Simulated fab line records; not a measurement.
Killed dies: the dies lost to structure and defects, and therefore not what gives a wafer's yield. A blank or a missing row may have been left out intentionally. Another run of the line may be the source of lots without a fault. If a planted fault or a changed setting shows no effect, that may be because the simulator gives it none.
A lot that was struck, set against a sound lot / flow rit cmos / 21 steps out of a route of 202
Sound: the wafers L375.2, L375.3, L375.6. Struck: wafers L381.1, L381.2, L381.3. The cause is given at the end.
Each step with rows lists, per side, the tool, then ch with its chambers, then its first start. Under that, the readings that differ: sound wafers / struck wafers / difference of the means / sigmas: that difference in standard deviations of wafers without a fault.
alike: readings with means less than 2 such deviations apart, plus words and numbers identical on both sides. not compared: withheld readings, readings lacking a value on some wafer, bounds such as >300 that could conceal the same value, and numbers that have no deviation in the record and whose values overlap.
A row with sigmas, a row that says differs or no value, or rows on one side alone: a step with any of these is where the two part. When numbers do not overlap yet have no deviation, they are printed without sigmas and do not part them. A reading missing from all wafers of one side parts the sides only when that side holds two or more wafers.

first, 6 steps without rows for these wafers: RIT_NSD_HMDS_00 (prime time 60 s); RIT_NSD_COAT_01 (resist thk 1000 nm); RIT_NSD_SOFTBAKE_02 (time 60 s); RIT_NSD_EXPOSE_03 (exposes mask M9, target cd 40700 nm); RIT_NSD_PEB_04; RIT_NSD_DEVELOP_05 (develop time 50 s).
RIT_NSD_OVL_MEAS_06:
  struck on overlay-01, day 4 05:26; sound on overlay-01, day 2 23:38
reading=NSD_OVL (nm); sound=-2.5 -3.7 -3.6; struck=-0.7 -0.3 -0.9; difference=+2.6; sigmas=+2
then, 2 steps without rows for these wafers: RIT_NSD_HARDBAKE_07 (time 60 s); RIT_NSD_IMPLANT_08.
RIT_NSD_STRIP_09: strips in O2, time 180 s.
  sound on plasma asher-04 ch 0,1, day 2 23:58; struck on plasma asher-02 ch 0,1, day 4 05:47
  alike: chamber pressure mTorr, drypump motor current A
  not compared: rf hours counter h
RIT_NSD_TW_MEAS_10:
  struck on film metro-04, day 4 05:57; sound on film metro-04, day 3 00:09
  alike: NSD_TW
then, 1 step without rows for these wafers: RIT_PSD_HMDS_00 (prime time 60 s).
RIT_PSD_COAT_01: resist thk 1000 nm.
  sound on litho track-03 ch 0, day 3 00:23; struck on litho track-02 ch 0, day 4 06:10
reading=spin speed rpm (rpm); sound=3250.4 3247.6 3253.5; struck=3418.5 3421.5 3422.6; difference=+170.4; sigmas=+74
reading=model.NOVOLAK_of_PSD_COAT_01.thk nm (nm); sound=998.4 999.2 999.1; struck=978.8 978.4 975.2; difference=-21.4; sigmas=
  alike: dispense pressure kPa, exhaust pa
then, 4 steps without rows for these wafers: RIT_PSD_SOFTBAKE_02 (time 60 s); RIT_PSD_EXPOSE_03 (exposes mask M10, target cd 40900 nm); RIT_PSD_PEB_04; RIT_PSD_DEVELOP_05 (develop time 50 s).
RIT_PSD_OVL_MEAS_06:
  struck on overlay-01, day 4 06:59; sound on overlay-01, day 3 01:04
  alike: PSD_OVL
RIT_PSD_HARDBAKE_07: time 60 s.
  sound on litho track-01 ch 0, day 3 01:07; struck on litho track-03 ch 0, day 4 07:01
reading=model.NOVOLAK_of_PSD_COAT_01.thk nm (nm); sound=882.4 883.1 883; struck=865.3 864.9 862.1; difference=-18.7; sigmas=
  alike: exhaust pa
after that, 1 step had no rows for these wafers: RIT_PSD_IMPLANT_08.
RIT_M1_PROBE_99:
  struck on prober-02, day 4 20:19; sound on prober-02, day 3 10:43
  alike: killed at front end, killed dies, killed open, killed short

## WHERE THEY PART
Last at RIT_PSD_COAT_01 as far as this record goes, first at RIT_NSD_OVL_MEAS_06. Later steps at which nothing parts them and some readings are alike: RIT_PSD_OVL_MEAS_06, RIT_PSD_HARDBAKE_07, RIT_M1_PROBE_99.

WHY: what had been put in by the simulator
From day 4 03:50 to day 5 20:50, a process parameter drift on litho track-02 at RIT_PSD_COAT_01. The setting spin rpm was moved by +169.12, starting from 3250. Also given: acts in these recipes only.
